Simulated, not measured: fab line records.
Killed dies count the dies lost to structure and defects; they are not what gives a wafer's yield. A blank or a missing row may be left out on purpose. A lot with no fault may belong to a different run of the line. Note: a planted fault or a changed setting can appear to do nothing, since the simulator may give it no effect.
Lot-split experiment ; flow berkeley cmos170 ; 5 lots, 23 wafers read, on a route of 331 steps

## THE SPLIT ITSELF
At UCB170_ACTIVE_COAT_08 (resist thk 900 nm), the setting spin rpm was moved away from the recipe's 1500 rpm on 8 of the 23 wafers read, by -7.2% to +5.3%. This setting was run at the recipe's value on the other wafers.

The reading comes from the split's own step.

## THE READING
KrF_of_ACTIVE_COAT_08.thk nm (the simulator's own value, which no gauge read), in nm, at UCB170_ACTIVE_COAT_08 (resist thk 900 nm). The file does not state a usual value for it. The 15 wafers here that ran the recipe average 902.3 nm, standard deviation 2.8 nm.

wafer;tool, chamber at the split;spin rpm as run, rpm;against the recipe;KrF_of_ACTIVE_COAT_08.thk nm, nm;against lot-mates on the recipe
L074.1;litho track-03, 0;1500;recipe;901.3;-
L074.2;litho track-03, 0;1500;recipe;901.8;-
L074.4;litho track-03, 0;1500;recipe;897.4;-
L074.5;litho track-03, 0;1500;recipe;900.2;-
L074.6;litho track-03, 0;1500;recipe;896.1;-
L075.2;litho track-03, 0;1500;recipe;906.4;-
L075.3;litho track-03, 0;1580;+5.3%;877.3;-27.8
L075.4;litho track-03, 0;1500;recipe;903.8;-
L075.5;litho track-03, 0;1580;+5.3%;879.9;-25.2
L075.6;litho track-03, 0;1580;+5.3%;878.5;-26.6
L077.1;litho track-03, 0;1500;recipe;900.4;-
L077.2;litho track-03, 0;1466;-2.3%;911.3;+8.6
L077.3;litho track-03, 0;1466;-2.3%;910.7;+8.1
L077.4;litho track-03, 0;1500;recipe;904.9;-
L077.6;litho track-03, 0;1466;-2.3%;913;+10.4
L078.1;litho track-04, 0;1500;recipe;901.6;-
L078.2;litho track-04, 0;1392;-7.2%;935;+31.8
L078.3;litho track-04, 0;1500;recipe;904.4;-
L078.4;litho track-04, 0;1500;recipe;903.7;-
L078.6;litho track-04, 0;1392;-7.2%;934.9;+31.7
L079.2;litho track-03, 0;1500;recipe;904;-
L079.4;litho track-03, 0;1500;recipe;904.7;-
L079.5;litho track-03, 0;1500;recipe;903.3;-

FIT RESULTS
A straight line over all 23 wafers: KrF_of_ACTIVE_COAT_08.thk nm changes by -4.47 nm for each +1% of spin rpm; r = -0.99; the points scatter about the line by 2.4 nm.
The same after taking each lot's own level away (the mean of its wafers on the recipe; 23 wafers): -4.63 nm for each +1%; r = -0.99; scatter 1.7 nm.
That fit puts the effect of the largest move of spin rpm on the reading at 33 nm.
The span of the lots' own levels, 899.36 to 905.10 nm, comes to 2.1 times the standard deviation stated above.
The two slopes are in agreement: the lot-to-lot level therefore moves the slope only a little.
Check: for one of the wafers moved furthest among these (-7.2%), held out of the fit, the line's prediction against its lot-mates is +33.1 nm. It came out at +31.8 nm against them.

## THE OTHER SPLITS THESE WAFERS WENT THROUGH
Note: prior to the reading, these wafers also went through further splits. Each is held against what the fit with the lots' levels taken away leaves over:
other split on the same wafers;wafers away from the commonest value;r with KrF_of_ACTIVE_COAT_08.thk nm (lot level and that fit taken away)
UCB170_START_OXIDATION_02 ox time s;18;+0.22
UCB170_PWELL_OXIDATION_02 temp c;15;-0.02

## THE WHOLE CHAIN: every reading that the file lists as answering this split, in the file's order
step;what it does;reading;change (the file's fit);r (the file's)
UCB170_ACTIVE_COAT_08;resist thk 900 nm;KrF_of_ACTIVE_COAT_08.thk nm (the simulator's own value, which no gauge read);-4.57 nm for each +1% of the setting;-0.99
UCB170_ACTIVE_STRIP_16;strips in O2;strip time to endpoint s;withheld for each +1% of the setting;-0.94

## THE FILE'S OWN FIT
KrF_of_ACTIVE_COAT_08.thk nm changes by -4.57 nm for each +1% of spin rpm, r = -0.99.
